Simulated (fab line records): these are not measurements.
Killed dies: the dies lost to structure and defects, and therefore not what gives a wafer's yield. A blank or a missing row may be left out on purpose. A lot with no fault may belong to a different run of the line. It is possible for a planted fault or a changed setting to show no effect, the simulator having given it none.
fab line records    flow berkeley_cmos170
record: lots: 6  wafers: 18  last_day: 12
route steps=331 shown CONTACT@216
lots untouched by any fault: they come from a run of this same line in which no faults occurred
start_h: start of the lot's first displayed wafer, in hours after the record's first day    wait_h: hours since the lot's step before    " identical to the entry in the row above    L1.1+2: a row that stands for several wafers    - value missing, or start not given    * or withheld: withheld    < > ~ a bound
route shown NAME@n: NAME is a module with steps in the file, n the number in the route of the first one    usual: mean/standard deviation taken from wafers without a fault    same: alike in all rows    chamber/n: place in a boat    sites: the reading at each site    _std_site: how widely they spread, as a standard deviation    _edge_site: mean of outer sites minus mean of inner sites    radius_mm: how far each site lies from the wafer's centre    mask NAME#n: copy n    behind: the most recent tool/chamber to have shaped the wafer    hold: reason for holding the lot/hours on hold/outcome of the hold    device: whichever transistor did not switch (one of n, p or np)    end of line: the tests these same wafers got at the end of their route    for a step that has no rows: nothing shown but its recipe    killed: not the wafer's yield, but the dies lost to structure and defects at the first sort    map: dies across one wafer; x = killed, . = not, _ = none there
set.NAME: the setting as run; set.NAME@STEP: as run at that earlier step    model.NAME: the simulator's own value behind a step, which no gauge read
lots at some steps of the route; a table a step, a row a wafer
services: a tool's chamber out of use, with start hour (start_h, from the record's first day; less than 0 if before it), hours out, and reason
== steps ==
step: UCB170_CONTACT_CLEAN_00
recipe: chemistry: SPM  temp_c: 120  time_s: 600
step: UCB170_CONTACT_CVD_01
recipe: material: PSG  target_thk_nm: 700  temp_c: 450  precursor: SiH4/O2/PH3  time_s: 2820  pressure_mtorr: 300  sih4_flow_sccm: 60  o2_flow_sccm: 90  ph3_flow_sccm: 25
step: UCB170_CONTACT_THK_MEAS_02
recipe: reads: PSG_of_CONTACT_CVD_01
usual: CONTACT_PSG_THK: 698/6.4
lot.wafer  tool           chamber  start_h  wait_h  CONTACT_PSG_THK[nm]
L451.1     film_metro-02  -        207.35   0.0     693
L451.3     "              -        "        "       700
L451.6     "              -        "        "       702
L452.1     film_metro-01  -        207.35   0.0     715
L452.2     "              -        "        "       706
L452.3     "              -        "        "       713
L454.2     film_metro-03  -        218.67   0.0     695
L454.3     "              -        "        "       694
L454.6     "              -        "        "       696
L456.2     film_metro-02  -        224.41   0.0     687
L456.4     "              -        "        "       690
L456.6     "              -        "        "       690
L458.2     film_metro-01  -        229.18   0.0     694
L458.5     "              -        "        "       696
L458.6     "              -        "        "       692
L463.2     film_metro-02  -        259.26   0.0     695
L463.3     "              -        "        "       694
L463.5     "              -        "        "       691
step: UCB170_CONTACT_HMDS_03
recipe: prime_time_s: 60  prime_temp_c: 100.7
step: UCB170_CONTACT_COAT_04
recipe: resist: KrF  spin_rpm: 1500  resist_thk_nm: 900
step: UCB170_CONTACT_SOFTBAKE_05
recipe: resist: KrF  temp_c: 130  time_s: 60
step: UCB170_CONTACT_STRIP_06
recipe: chemistry: O2  power_w: 400  pressure_mtorr: 3500  platen_temp_c: withheld  o2_flow_sccm: 400  overash_fraction: 0.5
usual: drypump_motor_current_A: 5.83/0.24  oes_product_au: 0.735/0.0048  strip_time_to_endpoint_s: 21.94/0.068
lot.wafer  tool             chamber  start_h  wait_h  drypump_motor_current_A  oes_product_au  rf_hours_counter_h  strip_time_to_endpoint_s
L451.1     plasma_asher-03  0        207.86   0.1     5.46                     0.739           39                  21.99
L451.3     "                0        "        "       5.48                     0.733           -                   22.04
L451.6     "                1        "        "       6.06                     0.737           -                   21.96
L452.1     plasma_asher-04  0        207.86   0.1     5.83                     0.733           53                  21.90
L452.2     "                1        "        "       5.67                     0.725           53                  21.88
L452.3     "                1        "        "       5.65                     0.733           -                   21.86
L454.2     plasma_asher-03  1        219.51   0.1     6.05                     0.732           41                  21.89
L454.3     "                0        "        "       5.46                     0.736           -                   21.88
L454.6     "                0        "        "       5.49                     0.731           -                   21.89
L456.2     plasma_asher-04  0        225.04   0.1     5.83                     0.726           54                  22.02
L456.4     "                1        "        "       5.65                     0.735           -                   22.05
L456.6     "                1        "        "       5.65                     0.738           -                   21.99
L458.2     plasma_asher-01  1        229.68   0.1     6.27                     0.728           54                  21.97
L458.5     "                0        "        "       6.01                     0.732           -                   21.97
L458.6     "                1        "        "       6.27                     0.738           -                   22.01
L463.2     plasma_asher-01  0        259.76   0.1     6.02                     0.728           57                  21.96
L463.3     "                1        "        "       6.27                     0.740           -                   21.95
L463.5     "                1        "        "       6.25                     0.732           -                   21.85
step: UCB170_CONTACT_CLEAN_07
recipe: chemistry: SPM  temp_c: 120  time_s: 600
step: UCB170_CONTACT_RTA_08
recipe: temp_c: 900  time_s: 10  ambient: N2
usual: lamp_power_pct: 26.42/0.065  wafer_temp_C_max: 904.2/1.2
lot.wafer  tool           chamber  start_h  wait_h  lamp_power_pct  wafer_temp_C_max
L451.1     rtp_anneal-01  0        208.99   0.0     26.34           903.5
L451.3     "              0        "        "       26.41           902.9
L451.6     "              0        "        "       26.33           902.9
L452.1     rtp_anneal-02  0        208.99   0.0     26.47           906.9
L452.2     "              0        "        "       26.43           904.9
L452.3     "              0        "        "       26.48           903.8
L454.2     rtp_anneal-02  0        219.80   0.0     26.45           904.4
L454.3     "              0        "        "       26.49           904.0
L454.6     "              0        "        "       26.49           906.6
L456.2     rtp_anneal-01  0        225.49   0.0     26.39           902.4
L456.4     "              0        "        "       26.36           902.8
L456.6     "              0        "        "       26.35           903.0
L458.2     rtp_anneal-01  0        229.97   0.0     26.36           902.7
L458.5     "              0        "        "       26.34           903.0
L458.6     "              0        "        "       26.37           903.3
L463.2     rtp_anneal-02  0        260.06   0.0     26.50           906.4
L463.3     "              0        "        "       26.44           904.4
L463.5     "              0        "        "       26.43           904.9
step: UCB170_CONTACT_COAT_09
recipe: resist: BARC  temp_c: withheld  time_s: withheld  spin_rpm: 3000  resist_thk_nm: withheld
step: UCB170_CONTACT_COAT_10
recipe: resist: KrF  spin_rpm: 1500  resist_thk_nm: 900
step: UCB170_CONTACT_SOFTBAKE_11
recipe: resist: KrF  temp_c: 130  time_s: 60
step: UCB170_CONTACT_EXPOSE_12
recipe: mask_id: CONT  target_cd_nm: 700  na: 0.5  sigma_outer: 0.6  source_shape: conventional  dose_mj: 35
usual: exposure_dose_mJ_cm2: 35.00/0.036  focus_offset_nm: -0.1/0.52  reticle_temp_C: 23.02/0.11  sigma_outer: 0.6/0
lot.wafer  tool            chamber  start_h  wait_h  mask    exposure_dose_mJ_cm2  focus_offset_nm  reticle_temp_C  sigma_outer
L451.1     krf_scanner-02  -        209.93   -       CONT#0  -                     -                -               -
L451.3     "               -        "        "       CONT#0  -                     -                -               -
L451.6     "               -        "        "       CONT#0  -                     -                -               -
L452.1     krf_scanner-01  -        210.17   -       CONT#0  -                     -                -               -
L452.2     "               -        "        "       CONT#0  -                     -                -               -
L452.3     "               -        "        "       CONT#0  -                     -                -               -
L454.2     krf_scanner-01  0        220.39   -       CONT#0  35.08                 0.4              23.05           0.6
L454.3     "               0        "        "       CONT#0  35.05                 0.2              23.03           0.6
L454.6     "               0        "        "       CONT#0  35.06                 0.3              23.06           0.6
L456.2     krf_scanner-01  0        226.28   -       CONT#0  34.93                 0.3              23.09           0.6
L456.4     "               0        "        "       CONT#0  34.95                 -0.4             22.94           0.6
L456.6     "               0        "        "       CONT#0  34.97                 0.5              22.95           0.6
L458.2     krf_scanner-02  0        230.67   -       CONT#0  34.94                 0.1              23.09           0.6
L458.5     "               0        "        "       CONT#0  34.98                 0.2              23.09           0.6
L458.6     "               0        "        "       CONT#0  35.00                 -0.3             22.86           0.6
L463.2     krf_scanner-01  0        260.58   -       CONT#0  34.99                 -0.3             23.21           0.6
L463.3     "               0        "        "       CONT#0  34.98                 -0.8             22.97           0.6
L463.5     "               0        "        "       CONT#0  35.00                 -0.1             23.26           0.6
step: UCB170_CONTACT_PEB_13
recipe: peb_temp_c: 130  peb_time_s: withheld  resist: KrF
== services ==
tool             chamber  start_h  hours  kind
plasma_asher-03  -        187.87   1.6    repair
krf_scanner-02   -        194.06   0.8    pm
plasma_asher-03  -        194.65   2.0    repair
krf_scanner-02   -        203.54   4.4    pm
rtp_anneal-01    -        206.34   0.8    pm
krf_scanner-01   -        208.67   1.3    pm
rtp_anneal-02    -        213.53   5.9    repair
krf_scanner-01   -        220.96   4.4    pm
krf_scanner-02   -        231.99   1.0    pm
== key ==
first_sign: step: UCB170_CONTACT_EXPOSE_12  reading: tool_record  direction: missing
effect none on later readings
met_at UCB170_CONTACT_EXPOSE_12
struck_wafers L451.1,L451.3,L451.6,L452.1,L452.2,L452.3
later_rows_left_out L451.1,L451.3,L451.6,L452.1,L452.2,L452.3
sort_left_out L451.1,L451.3,L451.6,L452.1,L452.2,L452.3
tester_left_out L451,L452
fault: kind: skipped_step_whole  tool: krf_scanner-01,krf_scanner-02  chamber: -  onset_h: 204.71  steps: UCB170_CONTACT_EXPOSE_12  scope: struck_lots_only
tester_left_out: of these lots the tester's yield and bins aren't shown, on N5 and GAA mostly nor the transistor test; their killed dies are dies lost to structure and defects alone, not to doping, threshold or leakage, so they don't give the yield
sort_left_out: the simulated sort isn't trusted on such a fault, so these wafers' sort isn't shown, and their yield isn't known
later_rows_left_out: the simulator's readings of these wafers behind a module that went badly wrong aren't trusted and aren't shown, but for the sort
